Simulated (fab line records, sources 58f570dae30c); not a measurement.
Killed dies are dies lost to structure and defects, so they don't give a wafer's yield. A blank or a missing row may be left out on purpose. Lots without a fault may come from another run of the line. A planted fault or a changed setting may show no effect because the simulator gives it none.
Which tool did it? | flow berkeley_cmos170 | 7 lots, 21 wafers sampled, at 3 steps of a route of 331

WHAT THE GAUGES READ, wafer by wafer
UCB170_PSD_TW_MEAS_10.
lot  | measured     | on            | PSD_TW
L769 | day 8 08:06  | film_metro-01 | 2308 2311 2323
L771 | day 9 00:58  | film_metro-03 | 2276 2291 2295
L774 | day 9 01:33  | film_metro-02 | 2307 2314 2326
L776 | day 9 21:17  | film_metro-01 | 2300 2301 2311
L780 | day 10 18:05 | film_metro-01 | 2309 2310 2321
L785 | day 12 04:33 | film_metro-01 | 2211 2210 2214
L788 | day 12 08:43 | film_metro-02 | 2200 2198 2200

WHICH TOOL RAN EACH LOT (tool, then ch and the chambers of the sampled wafers, then the start)
lot  | UCB170_PSD_IMPLANT_08           | UCB170_PSD_STRIP_09
L769 | implanter-01 ch 0, day 8 07:53  | plasma_asher-02 ch 0,1, day 8 08:01
L771 | implanter-01 ch 0, day 9 00:44  | plasma_asher-02 ch 0,1, day 9 00:51
L774 | implanter-03 ch 0, day 9 01:18  | plasma_asher-04 ch 1, day 9 01:27
L776 | implanter-02 ch 0, day 9 21:04  | plasma_asher-02 ch 0,1, day 9 21:11
L780 | implanter-01 ch 0, day 10 17:50 | plasma_asher-01 ch 1, day 10 17:59
L785 | implanter-02 ch 0, day 12 04:18 | plasma_asher-01 ch 0,1, day 12 04:27
L788 | implanter-02 ch 0, day 12 08:28 | plasma_asher-01 ch 0,1, day 12 08:37
- UCB170_PSD_IMPLANT_08
- UCB170_PSD_STRIP_09: strips in O2.

THE ANSWER, worked out from the rows above alone
Rule: what is usual is taken from the lots themselves. Put in order of their means at a reading, lots are off if they are a third of the lots or fewer, leave a main group of 4 or more, and stand apart from it by a gap of 3 or more times the standard deviation of the main group's means; of several such gaps the widest counts. A main group whose means are all the same, to the digits that the tables above print for the reading, isn't used. A lot without any number at a reading at which 4 lots or more have one is off too. The other lots that the step has rows for count as sound.
Off: L785, L788, at UCB170_PSD_TW_MEAS_10 (PSD_TW). The main group: mean 2307, standard deviation 11.
A tool fits if, at a process step before that reading, it ran every lot that is off, and no sound lot after the first of them. The gauges at UCB170_PSD_TW_MEAS_10 are tried like those tools. Can't be told from this: 2 tools fit, implanter-02 at UCB170_PSD_IMPLANT_08, plasma_asher-01 at UCB170_PSD_STRIP_09.

WHAT THE SIMULATOR HAD PUT IN
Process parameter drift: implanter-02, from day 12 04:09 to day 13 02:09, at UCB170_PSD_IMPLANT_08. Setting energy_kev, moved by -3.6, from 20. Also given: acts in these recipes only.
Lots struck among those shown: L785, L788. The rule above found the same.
